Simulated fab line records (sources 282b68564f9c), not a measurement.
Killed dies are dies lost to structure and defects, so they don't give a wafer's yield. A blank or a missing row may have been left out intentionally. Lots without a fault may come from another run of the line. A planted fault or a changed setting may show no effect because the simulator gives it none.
A lot that was struck, set against a sound lot    flow rit-cmos    43 steps out of a route of 202
Sound: the wafers L850.2, L850.4, L850.5. The struck wafers were L856.1, L856.3, L856.6. The cause is given at the end.
At each step with rows: each side's tool, then ch and its chambers, then its first start. Under that, the readings that differ: sound wafers    struck wafers    difference of the means    sigmas: that difference in standard deviations of wafers without a fault.
alike: words and numbers the same on both sides, and readings whose means are apart by under 2 such deviations; not compared: readings that were withheld, readings missing a value for some wafer, numbers with overlapping values and no deviation given by the record, and bounds like >300 which may hide the same value.
A row with sigmas, a row that says differs or no value, or rows on one side alone: a step with any of these is where the two part. Non-overlapping numbers with no deviation appear without sigmas and do not part them. Lack of a reading on every wafer of one side parts them only where that side has two or more wafers.

RIT_NLDD_TW_MEAS_10:
  sound on film-metro-01, day 3 13:02; struck on film-metro-03, day 4 20:08
reading  sound           struck          difference  sigmas
NLDD_TW  2467 2469 2466  2535 2517 2523  +58         +3
then, 6 steps without rows for these wafers: RIT_PLDD_HMDS_00 (prime time 60 s); RIT_PLDD_COAT_01 (resist thk 1000 nm); RIT_PLDD_SOFTBAKE_02 (time 60 s); RIT_PLDD_EXPOSE_03 (exposes mask M8, target cd 40900 nm); RIT_PLDD_PEB_04; RIT_PLDD_DEVELOP_05 (develop time 50 s).
RIT_PLDD_OVL_MEAS_06:
  sound on overlay-02, day 3 13:57; struck on overlay-02, day 4 21:10
  alike: PLDD_OVL
then, 2 steps without rows for these wafers: RIT_PLDD_HARDBAKE_07 (time 60 s); RIT_PLDD_IMPLANT_08.
RIT_PLDD_STRIP_09: strips in O2, time 180 s.
  sound on plasma-asher-03 ch 0, day 3 14:17; struck on plasma-asher-03 ch 0,1, day 4 21:31
  alike: drypump-motor-current-A
  not compared: rf-hours-counter-h
RIT_PLDD_TW_MEAS_10:
  sound on film-metro-01, day 3 14:28; struck on film-metro-04, day 4 21:41
reading  sound           struck          difference  sigmas
PLDD_TW  2327 2316 2317  2356 2357 2360  +38         +2
RIT_SPACER_CLEAN_00: cleans in SC1, time 600 s.
  sound on wet-bench-01 ch 0, day 3 14:31; struck on wet-bench-03 ch 3, day 4 21:44
then, 3 steps without rows for these wafers: RIT_SPACER_CLEAN_01 (cleans in dHF, time 30 s); RIT_SPACER_CLEAN_02 (cleans in SC2, time 600 s); RIT_SPACER_CVD_03 (deposits Si3N4 from SiH2Cl2/NH3, target thk 250 nm, time 3300 s).
RIT_SPACER_THK_MEAS_04:
  sound on film-metro-02, day 3 16:50; struck on film-metro-02, day 5 00:59
  alike: SPACER_NITRIDE_THK
RIT_SPACER_ETCHBACK_05: etches Si3N4 in SF6/CHF3, stops on SiO2, target depth 250 nm, time 240 s.
  sound on rie-diel-02 ch 2,3, day 3 16:53; struck on rie-diel-04 ch 0,2,3, day 5 01:02
  alike: drypump-motor-current-A, oes-product-au, throttle-valve-pct
  not compared: rf-hours-counter-h
then, 6 steps without rows for these wafers: RIT_NSD_HMDS_00 (prime time 60 s); RIT_NSD_COAT_01 (resist thk 1000 nm); RIT_NSD_SOFTBAKE_02 (time 60 s); RIT_NSD_EXPOSE_03 (exposes mask M9, target cd 40700 nm); RIT_NSD_PEB_04; RIT_NSD_DEVELOP_05 (develop time 50 s).
RIT_NSD_OVL_MEAS_06:
  sound on overlay-01, day 3 17:54; struck on overlay-02, day 5 02:10
  alike: NSD_OVL
then, 2 steps without rows for these wafers: RIT_NSD_HARDBAKE_07 (time 60 s); RIT_NSD_IMPLANT_08.
RIT_NSD_STRIP_09: strips in O2, time 180 s.
  sound on plasma-asher-01 ch 1, day 3 18:14; struck on plasma-asher-03 ch 0,1, day 5 02:30
  alike: drypump-motor-current-A
  not compared: rf-hours-counter-h
RIT_NSD_TW_MEAS_10:
  sound on film-metro-04, day 3 18:25; struck on film-metro-03, day 5 02:41
  alike: NSD_TW
then, 6 steps without rows for these wafers: RIT_PSD_HMDS_00 (prime time 60 s); RIT_PSD_COAT_01 (resist thk 1000 nm); RIT_PSD_SOFTBAKE_02 (time 60 s); RIT_PSD_EXPOSE_03 (exposes mask M10, target cd 40900 nm); RIT_PSD_PEB_04; RIT_PSD_DEVELOP_05 (develop time 50 s).
RIT_PSD_OVL_MEAS_06:
  sound on overlay-01, day 3 19:28; struck on overlay-02, day 5 03:43
  alike: PSD_OVL
then, 2 steps without rows for these wafers: RIT_PSD_HARDBAKE_07 (time 60 s); RIT_PSD_IMPLANT_08.
RIT_PSD_STRIP_09: strips in O2, time 180 s.
  sound on plasma-asher-03 ch 0,1, day 3 19:47; struck on plasma-asher-03 ch 0,1, day 5 04:03
  alike: drypump-motor-current-A
  not compared: rf-hours-counter-h
RIT_PSD_TW_MEAS_10:
  sound on film-metro-01, day 3 19:59; struck on film-metro-03, day 5 04:14
reading  sound           struck          difference  sigmas
PSD_TW   3409 3382 3386  3495 3478 3459  +85         +3
then, 2 steps without rows for these wafers: RIT_SDANNEAL_CLEAN_00 (cleans in SC1, time 600 s); RIT_SDANNEAL_CLEAN_01 (cleans in dHF, time 30 s).
RIT_M1_PROBE_99:
  sound on prober-01, day 4 04:01; struck on prober-01, day 5 12:08
reading              sound    struck    difference  sigmas
killed-at-front-end  11 8 12  38 38 39  +28         +9
killed-dies          11 8 12  38 38 39  +28         +9
  alike: killed-at-contacts, killed-open, killed-short

WHERE THEY PART
Last at RIT_M1_PROBE_99 as far as this record goes, first at RIT_NLDD_TW_MEAS_10.

WHY: whatever the simulator had introduced
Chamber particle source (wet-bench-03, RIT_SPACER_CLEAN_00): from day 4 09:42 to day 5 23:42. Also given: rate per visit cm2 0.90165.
